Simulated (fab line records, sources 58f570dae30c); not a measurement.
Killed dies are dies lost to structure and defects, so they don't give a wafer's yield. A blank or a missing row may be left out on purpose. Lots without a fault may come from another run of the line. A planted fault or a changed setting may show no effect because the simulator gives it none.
A struck lot beside a sound one | flow berkeley_cmos170 | 14 steps out of a route of 331
Sound: wafers L231.1, L231.2, L231.4. Struck: wafers L235.2, L235.3, L235.4. The cause comes at the end.
At each step with rows: each side's tool, then ch and its chambers, then its first start. Under that, the readings that differ: sound wafers | struck wafers | difference of the means | sigmas: that difference in standard deviations of wafers without a fault.
alike: readings whose means differ by less than 2 such deviations, and words and numbers that are the same on both sides. not compared: withheld readings, readings that some wafer has no value for, bounds like >300 that may hide the same value, and numbers for which the record gives no deviation and whose values overlap.
The two part at a step that has a row with sigmas, a row that says differs or no value, or rows on one side only. Numbers that don't overlap but have no deviation are shown without sigmas and don't part them. A reading that every wafer of one side lacks parts them only if that side has two wafers or more.

first, 1 step without rows for these wafers: UCB170_CONTACT_CLEAN_07 (cleans in SPM, time 600 s).
UCB170_CONTACT_RTA_08: time 10 s.
  sound on rtp_anneal-02 ch 0, day 6 22:44; struck on rtp_anneal-02 ch 0, day 8 01:37
  alike: lamp_power_pct, wafer_temp_C_max
then, 6 steps without rows for these wafers: UCB170_CONTACT_COAT_09; UCB170_CONTACT_COAT_10 (resist thk 900 nm); UCB170_CONTACT_SOFTBAKE_11 (time 60 s); UCB170_CONTACT_EXPOSE_12 (exposes mask CONT, target cd 700 nm); UCB170_CONTACT_PEB_13; UCB170_CONTACT_DEVELOP_14 (develop time 45 s).
UCB170_CONTACT_CD_MEAS_15: target cd 700 nm.
  sound on cd_sem-02, day 6 23:47; struck on cd_sem-01, day 8 03:08
  alike: cd_nm
UCB170_CONTACT_OVL_MEAS_16:
  sound on overlay-02, day 6 23:54; struck on overlay-02, day 8 03:15
  alike: CONTACT_OVL
UCB170_CONTACT_ETCH_17: etches BARC in N2/H2.
  sound on rie_diel-01 ch 0,2,3, day 6 23:56; struck on rie_diel-01 ch 0,2,3, day 8 03:17
  alike: drypump_motor_current_A, oes_product_au, throttle_valve_pct
UCB170_CONTACT_ETCH_18: etches PSG in CHF3/CF4/Ar, stops on TiSi2, target depth 840 nm, time 195 s.
  sound on rie_diel-01 ch 0,2,3; struck on rie_diel-01 ch 0,2,3
  alike: CHF3_flow_sccm, drypump_motor_current_A, mfc_ar_sccm, oes_product_au, throttle_valve_pct
  not compared: rf_hours_counter_h
UCB170_CONTACT_STRIP_19: strips in O2.
  sound on plasma_asher-01 ch 0,1, day 7 00:06; struck on plasma_asher-03 ch 0,1, day 8 03:26
  no value came back on the struck wafers for chamber_pressure_mTorr (mTorr), drypump_motor_current_A (A), o2_flow_sccm (sccm), oes_product_au (a.u.); on the sound wafers chamber_pressure_mTorr (mTorr) reads 3500 3503 3497
  reading                                  | sound | struck            | difference | sigmas
  model.KrF_of_CONTACT_COAT_10.thk_nm (nm) | 0 0 0 | 684.6 686.4 688.8 | +686.6     |
  not compared: rf_hours_counter_h
UCB170_CONTACT_CD_MEAS_90: target cd 700 nm.
  sound on cd_sem-01, day 7 00:12; struck on cd_sem-01, day 8 03:34
  alike: cd_nm

WHERE THEY PART
Only at UCB170_CONTACT_STRIP_19, within this record. Later steps at which nothing parts them and some readings are alike: UCB170_CONTACT_CD_MEAS_90.

WHY: what the simulator had put in
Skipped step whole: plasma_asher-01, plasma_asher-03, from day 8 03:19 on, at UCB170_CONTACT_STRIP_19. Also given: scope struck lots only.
